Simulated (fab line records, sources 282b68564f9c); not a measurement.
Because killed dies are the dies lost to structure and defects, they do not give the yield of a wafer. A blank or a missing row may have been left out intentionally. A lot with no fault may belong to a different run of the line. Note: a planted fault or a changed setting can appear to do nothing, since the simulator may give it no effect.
fab line records | flow rit_cmos
record: lots: 5 | wafers: 23
route steps=202 shown PSD@143 SILICIDE@162 CONTACT@168 M1@184
start_h: start of the lot's first displayed wafer, in hours after the record's first day | wait_h: how many hours have passed since the lot's step before this one | " as in the row above | L1.1+2: several wafers, shown together as one row | - either no value or no given start | * or withheld: withheld | < > ~ a bound
route shown NAME@n: names a module that has steps shown in the file, with the first one's number in the route | usual: mean and standard deviation over wafers with no fault | same: alike in all rows | chamber/n: place in a boat | sites: each site's reading | _std_site: standard deviation across them | _edge_site: the outer-site mean with the inner-site mean subtracted | radius_mm: how far each site lies from the wafer's centre | mask NAME#n: copy n | behind: the last tool/chamber to shape the wafer | hold: what put the lot on hold/how long, in hours/how the hold closed | device: the n, p or np transistor that did not switch | end of line: tests run on the same wafers once the route is complete | a step given without rows: its recipe and nothing more | killed: dies that structure and defects cost at the first sort, which is not the same as the wafer's yield | map: the dies of a wafer, with x for killed, . for not killed, _ for no die there
set.NAME: the setting the step ran with; set.NAME@STEP: the setting that earlier step ran with | model.NAME: the simulator's own value behind a step, which no gauge read
lots with deliberately changed settings; one table per step, one row per wafer
== steps ==
step: RIT_PSD_COAT_01
recipe: resist: NOVOLAK | spin_rpm: 3250 | resist_thk_nm: 1000
lot.wafer | tool           | chamber | start_h | wait_h | set.spin_rpm | model.NOVOLAK_of_PSD_COAT_01.thk_nm
L077.1    | litho_track-03 | 0       | 66.13   | 0.1    | 3431         | 972.4
L077.2    | "              | 0       | "       | "      | 3250         | 1001
L077.3+6  | "              | 0       | "       | "      | 3250         | 1003
L077.4    | "              | 0       | "       | "      | 3431         | 973.1
L079.1    | litho_track-02 | 0       | 75.34   | 0.1    | 3250         | 999
L079.2+6  | "              | 0       | "       | "      | 3250         | 999.1
L079.4    | "              | 0       | "       | "      | 3319         | 986.4
L079.5    | "              | 0       | "       | "      | 3319         | 988.2
L080.1    | litho_track-04 | 0       | 79.68   | 0.1    | 3250         | 999.2
L080.4    | "              | 0       | "       | "      | 3250         | 999.3
L080.5    | "              | 0       | "       | "      | 3250         | 1000
L081.1    | litho_track-04 | 0       | 85.98   | 0.1    | 3250         | 1000
L081.2    | "              | 0       | "       | "      | 3250         | 1005
L081.4    | "              | 0       | "       | "      | 3250         | 1001
L081.5    | "              | 0       | "       | "      | 3250         | 1003
L081.6    | "              | 0       | "       | "      | 3250         | 1002
L085.1    | litho_track-03 | 0       | 108.05  | 0.1    | 3130         | 1015
L085.2    | "              | 0       | "       | "      | 3250         | 994.9
L085.3    | "              | 0       | "       | "      | 3250         | 995.6
L085.5    | "              | 0       | "       | "      | 3130         | 1016
L085.6    | "              | 0       | "       | "      | 3130         | 1017
step: RIT_PSD_SOFTBAKE_02
recipe: resist: NOVOLAK | temp_c: 90 | time_s: 60
step: RIT_PSD_EXPOSE_03
recipe: mask_id: M10 | na: 0.57 | target_cd_nm: 40900 | dose_mj: 250
step: RIT_PSD_DEVELOP_05
recipe: resist: NOVOLAK | develop_time_s: 50 | dev_temp_c: 23
step: RIT_PSD_HARDBAKE_07
recipe: resist: NOVOLAK | temp_c: 140 | time_s: 60
lot.wafer | tool           | chamber | start_h | wait_h | set.spin_rpm@PSD_COAT_01 | model.NOVOLAK_of_PSD_COAT_01.thk_nm
L077.1    | litho_track-03 | 0       | 66.87   | 0.0    | 3431                     | 859.6
L077.2    | "              | 0       | "       | "      | 3250                     | 884.9
L077.3    | "              | 0       | "       | "      | 3250                     | 886.7
L077.4    | "              | 0       | "       | "      | 3431                     | 860.2
L077.6    | "              | 0       | "       | "      | 3250                     | 886.2
L079.1    | litho_track-03 | 0       | 76.08   | 0.0    | 3250                     | 882.8
L079.2+6  | "              | 0       | "       | "      | 3250                     | 883
L079.4    | "              | 0       | "       | "      | 3319                     | 871.8
L079.5    | "              | 0       | "       | "      | 3319                     | 873.4
L080.1    | litho_track-04 | 0       | 80.54   | 0.0    | 3250                     | 883.1
L080.4    | "              | 0       | "       | "      | 3250                     | 883.2
L080.5    | "              | 0       | "       | "      | 3250                     | 884.1
L081.1    | litho_track-02 | 0       | 86.84   | 0.0    | 3250                     | 884
L081.2    | "              | 0       | "       | "      | 3250                     | 887.9
L081.4    | "              | 0       | "       | "      | 3250                     | 884.7
L081.5    | "              | 0       | "       | "      | 3250                     | 886.7
L081.6    | "              | 0       | "       | "      | 3250                     | 885.6
L085.1    | litho_track-02 | 0       | 108.79  | 0.0    | 3130                     | 897.3
L085.2    | "              | 0       | "       | "      | 3250                     | 879.3
L085.3    | "              | 0       | "       | "      | 3250                     | 879.9
L085.5    | "              | 0       | "       | "      | 3130                     | 898.1
L085.6    | "              | 0       | "       | "      | 3130                     | 898.6
step: RIT_SILICIDE_SPUTTER_01
recipe: material: Ti | target_thk_nm: 30 | power_w: 350 | chamber_pressure_pa: 0.667 | gas: Ar | time_s: 240 | substrate_temp_c: 25
lot.wafer | tool           | chamber | start_h | wait_h | set.power_w | model.Ti_of_SILICIDE_SPUTTER_01.thk_nm
L077.1    | pvd_sputter-02 | -       | 68.34   | 0.0    | 370.8       | 31.09
L077.2    | "              | -       | "       | "      | 370.8       | 30.69
L077.3    | "              | -       | "       | "      | 350         | 29.29
L077.4    | "              | -       | "       | "      | 370.8       | 31.3
L077.6    | "              | -       | "       | "      | 350         | 29.52
L079.1    | pvd_sputter-04 | -       | 77.57   | 0.0    | 350         | 29.73
L079.2    | "              | -       | "       | "      | 350         | 29.94
L079.4    | "              | -       | "       | "      | 374.9       | 32.42
L079.5    | "              | -       | "       | "      | 374.9       | 32.24
L079.6    | "              | -       | "       | "      | 374.9       | 31.9
L080.1    | pvd_sputter-01 | -       | 82.01   | 0.0    | 350         | 30.41
L080.4    | "              | -       | "       | "      | 350         | 30.14
L080.5    | "              | -       | "       | "      | 350         | 30.54
L081.1    | pvd_sputter-04 | -       | 88.33   | 0.0    | 316.8       | 27.58
L081.2    | "              | -       | "       | "      | 350         | 30.23
L081.4    | "              | -       | "       | "      | 350         | 30.31
L081.5    | "              | -       | "       | "      | 316.8       | 27.74
L081.6    | "              | -       | "       | "      | 316.8       | 27.51
L085.1    | pvd_sputter-04 | -       | 110.24  | 0.0    | 350         | 30.26
L085.2    | "              | -       | "       | "      | 320.9       | 27.49
L085.3    | "              | -       | "       | "      | 320.9       | 27.68
L085.5    | "              | -       | "       | "      | 320.9       | 27.5
L085.6    | "              | -       | "       | "      | 350         | 30.32
step: RIT_SILICIDE_RS_MEAS_02
recipe: thk_meas_gauge: four-point-probe | reads: Ti_of_SILICIDE_SPUTTER_01
usual: SILICIDE_TI_RS: 48.1/0.72
lot.wafer | tool          | chamber | start_h | wait_h | set.power_w@SILICIDE_SPUTTER_01 | SILICIDE_TI_RS[ohm/sq]
L077.1    | film_metro-03 | -       | 68.49   | 0.1    | 370.8                           | 45.7
L077.2    | "             | -       | "       | "      | 370.8                           | 46.5
L077.3    | "             | -       | "       | "      | 350                             | 49.4
L077.4    | "             | -       | "       | "      | 370.8                           | 45.5
L077.6    | "             | -       | "       | "      | 350                             | 48.9
L079.1    | film_metro-03 | -       | 77.72   | 0.1    | 350                             | 48.5
L079.2    | "             | -       | "       | "      | 350                             | 48.0
L079.4    | "             | -       | "       | "      | 374.9                           | 43.5
L079.5    | "             | -       | "       | "      | 374.9                           | 43.8
L079.6    | "             | -       | "       | "      | 374.9                           | 44.4
L080.1    | film_metro-03 | -       | 82.16   | 0.1    | 350                             | 47.1
L080.4    | "             | -       | "       | "      | 350                             | 47.7
L080.5    | "             | -       | "       | "      | 350                             | 46.9
L081.1    | film_metro-02 | -       | 88.48   | 0.1    | 316.8                           | 53.2
L081.2    | "             | -       | "       | "      | 350                             | 47.4
L081.4    | "             | -       | "       | "      | 350                             | 47.2
L081.5    | "             | -       | "       | "      | 316.8                           | 52.7
L081.6    | "             | -       | "       | "      | 316.8                           | 53.3
L085.1    | film_metro-04 | -       | 110.39  | 0.1    | 350                             | 47.3
L085.2    | "             | -       | "       | "      | 320.9                           | 53.3
L085.3    | "             | -       | "       | "      | 320.9                           | 53.0
L085.5    | "             | -       | "       | "      | 320.9                           | 53.3
L085.6    | "             | -       | "       | "      | 350                             | 47.2
step: RIT_SILICIDE_THK_MEAS_03
recipe: thk_meas_gauge: xrf | reads: Ti_of_SILICIDE_SPUTTER_01
usual: SILICIDE_TI_THK: 30.3/0.38
lot.wafer | tool          | chamber | start_h | wait_h | set.power_w@SILICIDE_SPUTTER_01 | SILICIDE_TI_THK[nm]
L077.1    | film_metro-03 | -       | 68.61   | 0.1    | 370.8                           | 31.4
L077.2    | "             | -       | "       | "      | 370.8                           | 31.0
L077.3    | "             | -       | "       | "      | 350                             | 29.6
L077.4    | "             | -       | "       | "      | 370.8                           | 31.7
L077.6    | "             | -       | "       | "      | 350                             | 29.8
L079.1    | film_metro-03 | -       | 77.84   | 0.1    | 350                             | 30.0
L079.2    | "             | -       | "       | "      | 350                             | 30.3
L079.4    | "             | -       | "       | "      | 374.9                           | 32.7
L079.5    | "             | -       | "       | "      | 374.9                           | 32.3
L079.6    | "             | -       | "       | "      | 374.9                           | 32.1
L080.1    | film_metro-03 | -       | 82.28   | 0.1    | 350                             | 30.6
L080.4    | "             | -       | "       | "      | 350                             | 30.3
L080.5    | "             | -       | "       | "      | 350                             | 30.9
L081.1    | film_metro-02 | -       | 88.60   | 0.1    | 316.8                           | 27.9
L081.2    | "             | -       | "       | "      | 350                             | 30.7
L081.4    | "             | -       | "       | "      | 350                             | 30.7
L081.5    | "             | -       | "       | "      | 316.8                           | 28.1
L081.6    | "             | -       | "       | "      | 316.8                           | 27.9
L085.1    | film_metro-04 | -       | 110.51  | 0.1    | 350                             | 31.0
L085.2    | "             | -       | "       | "      | 320.9                           | 28.0
L085.3    | "             | -       | "       | "      | 320.9                           | 28.1
L085.5    | "             | -       | "       | "      | 320.9                           | 28.1
L085.6    | "             | -       | "       | "      | 350                             | 30.9
step: RIT_CONTACT_CVD_00
recipe: material: SiO2 | target_thk_nm: 400 | precursor: TEOS | temp_c: 390 | time_s: 61 | rf_w: 400
lot.wafer | tool     | chamber | start_h | wait_h | set.time_s | model.SiO2_of_CONTACT_CVD_00.thk_nm
L077.1    | pecvd-01 | 0       | 68.85   | 0.1    | 61         | 395.5
L077.2    | "        | 2       | "       | "      | 61         | 402.4
L077.3    | "        | 1       | "       | "      | 57.85      | 377.5
L077.4    | "        | 1       | "       | "      | 57.85      | 378.4
L077.6    | "        | 2       | "       | "      | 57.85      | 386.9
L079.1    | pecvd-04 | 2       | 78.08   | 0.1    | 61         | 396.4
L079.2    | "        | 1       | "       | "      | 61         | 391.4
L079.4    | "        | 1       | "       | "      | 61         | 404.1
L079.5    | "        | 2       | "       | "      | 61         | 404.8
L079.6    | "        | 0       | "       | "      | 61         | 400.9
L080.1    | pecvd-01 | 0       | 82.51   | 0.1    | 61         | 399.7
L080.4    | "        | 0       | "       | "      | 61         | 408.9
L080.5    | "        | 2       | "       | "      | 61         | 407.2
L081.1    | pecvd-03 | 0       | 88.84   | 0.1    | 61         | 397.4
L081.2    | "        | 2       | "       | "      | 68.79      | 443.9
L081.4    | "        | 0       | "       | "      | 61         | 400.3
L081.5    | "        | 2       | "       | "      | 68.79      | 451.1
L081.6    | "        | 1       | "       | "      | 68.79      | 457
L085.1    | pecvd-04 | 2       | 110.75  | 0.1    | 61         | 398.7
L085.2    | "        | 1       | "       | "      | 63.53      | 413.2
L085.3    | "        | 0       | "       | "      | 61         | 397.7
L085.5    | "        | 0       | "       | "      | 61         | 405.9
L085.6    | "        | 2       | "       | "      | 63.53      | 421.9
step: RIT_CONTACT_THK_MEAS_01
recipe: reads: SiO2_of_CONTACT_CVD_00
usual: CONTACT_TEOS_THK: 401/5.1
lot.wafer | tool          | chamber | start_h | wait_h | set.time_s@CONTACT_CVD_00 | CONTACT_TEOS_THK[nm]
L077.1    | film_metro-01 | -       | 68.90   | 0.0    | 61                        | 395
L077.2    | "             | -       | "       | "      | 61                        | 403
L077.3    | "             | -       | "       | "      | 57.85                     | 377
L077.4    | "             | -       | "       | "      | 57.85                     | 378
L077.6    | "             | -       | "       | "      | 57.85                     | 387
L079.1    | film_metro-01 | -       | 78.13   | 0.0    | 61                        | 396
L079.2    | "             | -       | "       | "      | 61                        | 391
L079.4    | "             | -       | "       | "      | 61                        | 404
L079.5    | "             | -       | "       | "      | 61                        | 404
L079.6    | "             | -       | "       | "      | 61                        | 401
L080.1    | film_metro-01 | -       | 82.56   | 0.0    | 61                        | 400
L080.4    | "             | -       | "       | "      | 61                        | 409
L080.5    | "             | -       | "       | "      | 61                        | 407
L081.1    | film_metro-04 | -       | 88.89   | 0.0    | 61                        | 398
L081.2    | "             | -       | "       | "      | 68.79                     | 444
L081.4    | "             | -       | "       | "      | 61                        | 400
L081.5    | "             | -       | "       | "      | 68.79                     | 451
L081.6    | "             | -       | "       | "      | 68.79                     | 457
L085.1    | film_metro-03 | -       | 110.80  | 0.0    | 61                        | 399
L085.2    | "             | -       | "       | "      | 63.53                     | 414
L085.3    | "             | -       | "       | "      | 61                        | 398
L085.5    | "             | -       | "       | "      | 61                        | 406
L085.6    | "             | -       | "       | "      | 63.53                     | 422
step: RIT_M1_SPUTTER_00
recipe: material: Al | target_thk_nm: 400 | power_w: 2000 | chamber_pressure_pa: 0.4 | gas: Ar | time_s: 500 | substrate_temp_c: 25
lot.wafer | tool           | chamber | start_h | wait_h | set.chamber_pressure_pa | model.Al_of_M1_SPUTTER_00.thk_nm
L077.1    | pvd_sputter-03 | -       | 71.07   | 0.0    | 0.4398                  | 396.3
L077.2    | "              | -       | "       | "      | 0.4398                  | 394.6
L077.3    | "              | -       | "       | "      | 0.4398                  | 394.7
L077.4    | "              | -       | "       | "      | 0.4398                  | 396.2
L077.6    | "              | -       | "       | "      | 0.4398                  | 398.5
L079.1    | pvd_sputter-03 | -       | 80.42   | 0.0    | 0.4                     | 401.6
L079.2    | "              | -       | "       | "      | 0.4                     | 408.3
L079.4    | "              | -       | "       | "      | 0.4                     | 404
L079.5    | "              | -       | "       | "      | 0.4                     | 399.2
L079.6    | "              | -       | "       | "      | 0.4                     | 403
L080.1    | pvd_sputter-02 | -       | 84.74   | 0.0    | 0.4                     | 399.7
L080.4    | "              | -       | "       | "      | 0.4                     | 398.4
L080.5    | "              | -       | "       | "      | 0.4                     | 400
L081.1+5  | pvd_sputter-03 | -       | 91.06   | 0.0    | 0.4241                  | 400.7
L081.2    | "              | -       | "       | "      | 0.4241                  | 400.8
L081.4    | "              | -       | "       | "      | 0.4241                  | 397.4
L081.6    | "              | -       | "       | "      | 0.4241                  | 399.3
L085.1    | pvd_sputter-03 | -       | 113.11  | 0.0    | 0.3432                  | 423.5
L085.2    | "              | -       | "       | "      | 0.3432                  | 420
L085.3    | "              | -       | "       | "      | 0.3432                  | 420.8
L085.5    | "              | -       | "       | "      | 0.3432                  | 421
L085.6    | "              | -       | "       | "      | 0.3432                  | 422.6
step: RIT_M1_RS_MEAS_01
recipe: thk_meas_gauge: four-point-probe | reads: Al_of_M1_SPUTTER_00
usual: M1_AL_RS: 0.0728/0.00062
lot.wafer | tool          | chamber | start_h | wait_h | set.chamber_pressure_pa@M1_SPUTTER_00 | M1_AL_RS[ohm/sq]
L077.1    | film_metro-04 | -       | 71.36   | 0.1    | 0.4398                                | 0.0746
L077.2    | "             | -       | "       | "      | 0.4398                                | 0.0749
L077.3    | "             | -       | "       | "      | 0.4398                                | 0.0750
L077.4    | "             | -       | "       | "      | 0.4398                                | 0.0747
L077.6    | "             | -       | "       | "      | 0.4398                                | 0.0743
L079.1    | film_metro-02 | -       | 80.72   | 0.1    | 0.4                                   | 0.0731
L079.2    | "             | -       | "       | "      | 0.4                                   | 0.0719
L079.4    | "             | -       | "       | "      | 0.4                                   | 0.0726
L079.5    | "             | -       | "       | "      | 0.4                                   | 0.0736
L079.6    | "             | -       | "       | "      | 0.4                                   | 0.0729
L080.1    | film_metro-02 | -       | 85.03   | 0.1    | 0.4                                   | 0.0734
L080.4    | "             | -       | "       | "      | 0.4                                   | 0.0736
L080.5    | "             | -       | "       | "      | 0.4                                   | 0.0733
L081.1    | film_metro-04 | -       | 91.35   | 0.1    | 0.4241                                | 0.0734
L081.2    | "             | -       | "       | "      | 0.4241                                | 0.0734
L081.4    | "             | -       | "       | "      | 0.4241                                | 0.0742
L081.5    | "             | -       | "       | "      | 0.4241                                | 0.0736
L081.6    | "             | -       | "       | "      | 0.4241                                | 0.0738
L085.1    | film_metro-02 | -       | 113.41  | 0.1    | 0.3432                                | 0.0686
L085.2    | "             | -       | "       | "      | 0.3432                                | 0.0692
L085.3    | "             | -       | "       | "      | 0.3432                                | 0.0690
L085.5    | "             | -       | "       | "      | 0.3432                                | 0.0691
L085.6    | "             | -       | "       | "      | 0.3432                                | 0.0686
step: RIT_M1_COAT_04
recipe: resist: NOVOLAK | spin_rpm: 2000 | resist_thk_nm: 1300
lot.wafer | tool           | chamber | start_h | wait_h | set.resist_thk_nm | model.NOVOLAK_of_M1_COAT_04.thk_nm
L077.1    | litho_track-04 | 0       | 71.69   | 0.1    | 1300              | 1298
L077.2    | "              | 0       | "       | "      | 1300              | 1296
L077.3    | "              | 0       | "       | "      | 1300              | 1297
L077.4    | "              | 0       | "       | "      | 1376              | 1373
L077.6    | "              | 0       | "       | "      | 1376              | 1374
L079.1+5  | litho_track-04 | 0       | 81.05   | 0.1    | 1300              | 1295
L079.2    | "              | 0       | "       | "      | 1300              | 1296
L079.4    | "              | 0       | "       | "      | 1300              | 1293
L079.6    | "              | 0       | "       | "      | 1300              | 1294
L080.1    | litho_track-04 | 0       | 85.36   | 0.1    | 1300              | 1299
L080.4    | "              | 0       | "       | "      | 1300              | 1298
L080.5    | "              | 0       | "       | "      | 1300              | 1301
L081.1    | litho_track-03 | 0       | 91.68   | 0.1    | 1244              | 1248
L081.2    | "              | 0       | "       | "      | 1244              | 1240
L081.4    | "              | 0       | "       | "      | 1244              | 1241
L081.5    | "              | 0       | "       | "      | 1300              | 1299
L081.6    | "              | 0       | "       | "      | 1300              | 1298
L085.1    | litho_track-01 | 0       | 113.74  | 0.1    | 1300              | 1301
L085.2    | "              | 0       | "       | "      | 1300              | 1299
L085.3+5  | "              | 0       | "       | "      | 1300              | 1300
L085.6    | "              | 0       | "       | "      | 1300              | 1297
step: RIT_M1_DEVELOP_08
recipe: resist: NOVOLAK | develop_time_s: 68 | dev_temp_c: 23
lot.wafer  | tool           | chamber | start_h | wait_h | set.develop_time_s
L077.1+3+4 | litho_track-04 | 0       | -       | -      | 65.23
L077.2+6   | "              | 0       | "       | "      | 68
L079.1+6   | litho_track-04 | 0       | -       | -      | 68
L079.2+4+5 | "              | 0       | "       | "      | 78.02
L080.1+4+5 | litho_track-01 | 0       | -       | -      | 68
L081.1+2+6 | litho_track-04 | 0       | -       | -      | 68
L081.4+5   | "              | 0       | "       | "      | 62.34
L085.1+2+6 | litho_track-01 | 0       | -       | -      | 68
L085.3+5   | "              | 0       | "       | "      | 74.88
step: RIT_M1_CD_MEAS_09
recipe: target_cd_nm: 2600
usual: cd_nm: 2600.0/2.4
lot.wafer | tool      | chamber | start_h | wait_h | set.resist_thk_nm@M1_COAT_04 | set.develop_time_s@M1_DEVELOP_08 | cd_nm
L077.1    | cd_sem-02 | -       | 72.55   | -      | 1300                         | 65.23                            | 2603.1
L077.2    | "         | -       | "       | "      | 1300                         | 68                               | 2598.9
L077.3    | "         | -       | "       | "      | 1300                         | 65.23                            | 2600.2
L077.4    | "         | -       | "       | "      | 1376                         | 65.23                            | 2611.2
L077.6    | "         | -       | "       | "      | 1376                         | 68                               | 2605.8
L079.1    | cd_sem-01 | -       | 81.78   | -      | 1300                         | 68                               | 2599.8
L079.2    | "         | -       | "       | "      | 1300                         | 78.02                            | 2586.2
L079.4    | "         | -       | "       | "      | 1300                         | 78.02                            | 2586.5
L079.5    | "         | -       | "       | "      | 1300                         | 78.02                            | 2586.6
L079.6    | "         | -       | "       | "      | 1300                         | 68                               | 2598.9
L080.1    | cd_sem-01 | -       | 86.09   | -      | 1300                         | 68                               | 2603.2
L080.4    | "         | -       | "       | "      | 1300                         | 68                               | 2600.8
L080.5    | "         | -       | "       | "      | 1300                         | 68                               | 2601.8
L081.1    | cd_sem-01 | -       | 92.54   | -      | 1244                         | 68                               | 2592.9
L081.2    | "         | -       | "       | "      | 1244                         | 68                               | 2594.0
L081.4    | "         | -       | "       | "      | 1244                         | 62.34                            | 2603.4
L081.5    | "         | -       | "       | "      | 1300                         | 62.34                            | 2606.5
L081.6    | "         | -       | "       | "      | 1300                         | 68                               | 2600.7
L085.1    | cd_sem-01 | -       | 114.59  | -      | 1300                         | 68                               | 2599.2
L085.2    | "         | -       | "       | "      | 1300                         | 68                               | 2600.5
L085.3    | "         | -       | "       | "      | 1300                         | 74.88                            | 2590.7
L085.5    | "         | -       | "       | "      | 1300                         | 74.88                            | 2591.0
L085.6    | "         | -       | "       | "      | 1300                         | 68                               | 2599.9
step: RIT_M1_HARDBAKE_11
recipe: resist: NOVOLAK | temp_c: 140 | time_s: 120
lot.wafer  | tool           | chamber | start_h | wait_h | set.resist_thk_nm@M1_COAT_04 | model.NOVOLAK_of_M1_COAT_04.thk_nm
L077.1+3   | litho_track-04 | 0       | 72.70   | 0.0    | 1300                         | 1135
L077.2     | "              | 0       | "       | "      | 1300                         | 1134
L077.4     | "              | 0       | "       | "      | 1376                         | 1200
L077.6     | "              | 0       | "       | "      | 1376                         | 1201
L079.1+5   | litho_track-03 | 0       | 81.93   | 0.0    | 1300                         | 1133
L079.2     | "              | 0       | "       | "      | 1300                         | 1134
L079.4     | "              | 0       | "       | "      | 1300                         | 1131
L079.6     | "              | 0       | "       | "      | 1300                         | 1132
L080.1     | litho_track-03 | 0       | 86.25   | 0.0    | 1300                         | 1136
L080.4     | "              | 0       | "       | "      | 1300                         | 1135
L080.5     | "              | 0       | "       | "      | 1300                         | 1138
L081.1     | litho_track-03 | 0       | 92.69   | 0.0    | 1244                         | 1092
L081.2     | "              | 0       | "       | "      | 1244                         | 1085
L081.4     | "              | 0       | "       | "      | 1244                         | 1086
L081.5     | "              | 0       | "       | "      | 1300                         | 1136
L081.6     | "              | 0       | "       | "      | 1300                         | 1135
L085.1+3+5 | litho_track-04 | 0       | 114.75  | 0.0    | 1300                         | 1137
L085.2     | "              | 0       | "       | "      | 1300                         | 1136
L085.6     | "              | 0       | "       | "      | 1300                         | 1134
step: RIT_M1_METAL_ETCH_12
recipe: stop_on: SiO2 | chemistry: Cl2/BCl3 | target: Al | time_s: 165 | over_etch_frac: 0.5 | pressure_mtorr: 100 | target_depth_a: 6000 | rf_w: 250 | Cl2_flow_sccm: 60 | bcl3_flow_sccm: 50
lot.wafer | tool         | chamber | start_h | wait_h | set.resist_thk_nm@M1_COAT_04 | model.NOVOLAK_of_M1_COAT_04.thk_nm
L077.1    | rie_metal-03 | 0       | 72.95   | 0.2    | 1300                         | 803.2
L077.2    | "            | 1       | "       | "      | 1300                         | 807.6
L077.3    | "            | 0       | "       | "      | 1300                         | 804.4
L077.4    | "            | 1       | "       | "      | 1376                         | 873.7
L077.6    | "            | 1       | "       | "      | 1376                         | 875
L079.1+4  | rie_metal-02 | 1       | 82.18   | 0.2    | 1300                         | 800.4
L079.2    | "            | 0       | "       | "      | 1300                         | 797.5
L079.5    | "            | 0       | "       | "      | 1300                         | 799.8
L079.6    | "            | 1       | "       | "      | 1300                         | 801.2
L080.1    | rie_metal-03 | 1       | 86.50   | 0.2    | 1300                         | 805.9
L080.4    | "            | 0       | "       | "      | 1300                         | 803
L080.5    | "            | 1       | "       | "      | 1300                         | 813.2
L081.1    | rie_metal-01 | 0       | 92.94   | 0.2    | 1244                         | 767.4
L081.2    | "            | 1       | "       | "      | 1244                         | 758.6
L081.4    | "            | 0       | "       | "      | 1244                         | 763.5
L081.5    | "            | 1       | "       | "      | 1300                         | 811.3
L081.6    | "            | 0       | "       | "      | 1300                         | 813.2
L085.1    | rie_metal-02 | 0       | 115.00  | 0.2    | 1300                         | 801.3
L085.2    | "            | 1       | "       | "      | 1300                         | 805.2
L085.3    | "            | 0       | "       | "      | 1300                         | 803.7
L085.5    | "            | 0       | "       | "      | 1300                         | 803.1
L085.6    | "            | 1       | "       | "      | 1300                         | 802.8
step: RIT_M1_STRIP_13
recipe: chemistry: nmp | resist: NOVOLAK | temp_c: 80 | time_s: 600 | dry: n2_spin
step: RIT_M1_STRIP_14
recipe: chemistry: O2 | time_s: 180 | platen_temp_c: withheld | power_w: 500 | pressure_mtorr: 4000 | o2_flow_sccm: 4000
step: RIT_M1_CD_MEAS_90
recipe: target_cd_nm: 2600
usual: cd_nm: 2599.7/2.7
lot.wafer | tool      | chamber | start_h | wait_h | set.resist_thk_nm@M1_COAT_04 | set.develop_time_s@M1_DEVELOP_08 | cd_nm
L077.1    | cd_sem-01 | -       | 73.48   | 0.1    | 1300                         | 65.23                            | 2602.9
L077.2    | "         | -       | "       | "      | 1300                         | 68                               | 2598.7
L077.3    | "         | -       | "       | "      | 1300                         | 65.23                            | 2600.2
L077.4    | "         | -       | "       | "      | 1376                         | 65.23                            | 2611.8
L077.6    | "         | -       | "       | "      | 1376                         | 68                               | 2607.6
L079.1    | cd_sem-02 | -       | 82.70   | 0.1    | 1300                         | 68                               | 2598.6
L079.2    | "         | -       | "       | "      | 1300                         | 78.02                            | 2583.9
L079.4    | "         | -       | "       | "      | 1300                         | 78.02                            | 2585.5
L079.5    | "         | -       | "       | "      | 1300                         | 78.02                            | 2585.6
L079.6    | "         | -       | "       | "      | 1300                         | 68                               | 2597.5
L080.1    | cd_sem-01 | -       | 87.03   | 0.1    | 1300                         | 68                               | 2602.0
L080.4    | "         | -       | "       | "      | 1300                         | 68                               | 2599.0
L080.5    | "         | -       | "       | "      | 1300                         | 68                               | 2600.6
L081.1    | cd_sem-01 | -       | 93.46   | 0.1    | 1244                         | 68                               | 2594.9
L081.2    | "         | -       | "       | "      | 1244                         | 68                               | 2594.0
L081.4    | "         | -       | "       | "      | 1244                         | 62.34                            | 2602.9
L081.5    | "         | -       | "       | "      | 1300                         | 62.34                            | 2607.2
L081.6    | "         | -       | "       | "      | 1300                         | 68                               | 2600.7
L085.1    | cd_sem-02 | -       | 115.53  | 0.1    | 1300                         | 68                               | 2596.5
L085.2    | "         | -       | "       | "      | 1300                         | 68                               | 2600.8
L085.3    | "         | -       | "       | "      | 1300                         | 74.88                            | 2588.2
L085.5    | "         | -       | "       | "      | 1300                         | 74.88                            | 2589.1
L085.6    | "         | -       | "       | "      | 1300                         | 68                               | 2599.3
== key ==
split: step: RIT_PSD_COAT_01 | setting: spin_rpm | stated: 3250 | by: wafer
response: step: RIT_PSD_COAT_01 | reading: model.NOVOLAK_of_PSD_COAT_01.thk_nm | change: -5.45 | per: 1% | r: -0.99
response: step: RIT_PSD_HARDBAKE_07 | reading: model.NOVOLAK_of_PSD_COAT_01.thk_nm | change: -4.77 | per: 1% | r: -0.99
split: step: RIT_SILICIDE_SPUTTER_01 | setting: power_w | stated: 350 | by: wafer
response: step: RIT_SILICIDE_SPUTTER_01 | reading: model.Ti_of_SILICIDE_SPUTTER_01.thk_nm | change: +0.303 | per: 1% | r: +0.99
response: step: RIT_SILICIDE_RS_MEAS_02 | reading: SILICIDE_TI_RS | change: -0.63 | per: 1% | r: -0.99
response: step: RIT_SILICIDE_THK_MEAS_03 | reading: SILICIDE_TI_THK | change: +0.305 | per: 1% | r: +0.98
split: step: RIT_CONTACT_CVD_00 | setting: time_s | stated: 61 | by: wafer
response: step: RIT_CONTACT_CVD_00 | reading: model.SiO2_of_CONTACT_CVD_00.thk_nm | change: +3.98 | per: 1% | r: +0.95
response: step: RIT_CONTACT_THK_MEAS_01 | reading: CONTACT_TEOS_THK | change: +4 | per: 1% | r: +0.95
split: step: RIT_M1_SPUTTER_00 | setting: chamber_pressure_pa | stated: 0.4 | by: lot
response: step: RIT_M1_SPUTTER_00 | reading: model.Al_of_M1_SPUTTER_00.thk_nm | change: -1.06 | per: 1% | r: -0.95
response: step: RIT_M1_RS_MEAS_01 | reading: M1_AL_RS | change: +0.000238 | per: 1% | r: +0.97
split: step: RIT_M1_COAT_04 | setting: resist_thk_nm | stated: 1300 | by: wafer
response: step: RIT_M1_COAT_04 | reading: model.NOVOLAK_of_M1_COAT_04.thk_nm | change: +13 | per: 1% | r: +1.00
response: step: RIT_M1_HARDBAKE_11 | reading: model.NOVOLAK_of_M1_COAT_04.thk_nm | change: +11.2 | per: 1% | r: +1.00
response: step: RIT_M1_METAL_ETCH_12 | reading: model.NOVOLAK_of_M1_COAT_04.thk_nm | change: +11.7 | per: 1% | r: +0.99
response: step: RIT_M1_CD_MEAS_09 | reading: cd_nm | slope: +1.39 | per: 1% | together_with: develop_time_s@M1_DEVELOP_08 | explained: 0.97
response: step: RIT_M1_CD_MEAS_90 | reading: cd_nm | slope: +1.51 | per: 1% | together_with: develop_time_s@M1_DEVELOP_08 | explained: 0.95
split: step: RIT_M1_DEVELOP_08 | setting: develop_time_s | stated: 68 | by: wafer
response: step: RIT_M1_CD_MEAS_09 | reading: cd_nm | change: -0.906 | per: 1% | r: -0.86
response: step: RIT_M1_CD_MEAS_90 | reading: cd_nm | slope: -0.916 | per: 1% | together_with: resist_thk_nm@M1_COAT_04 | explained: 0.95
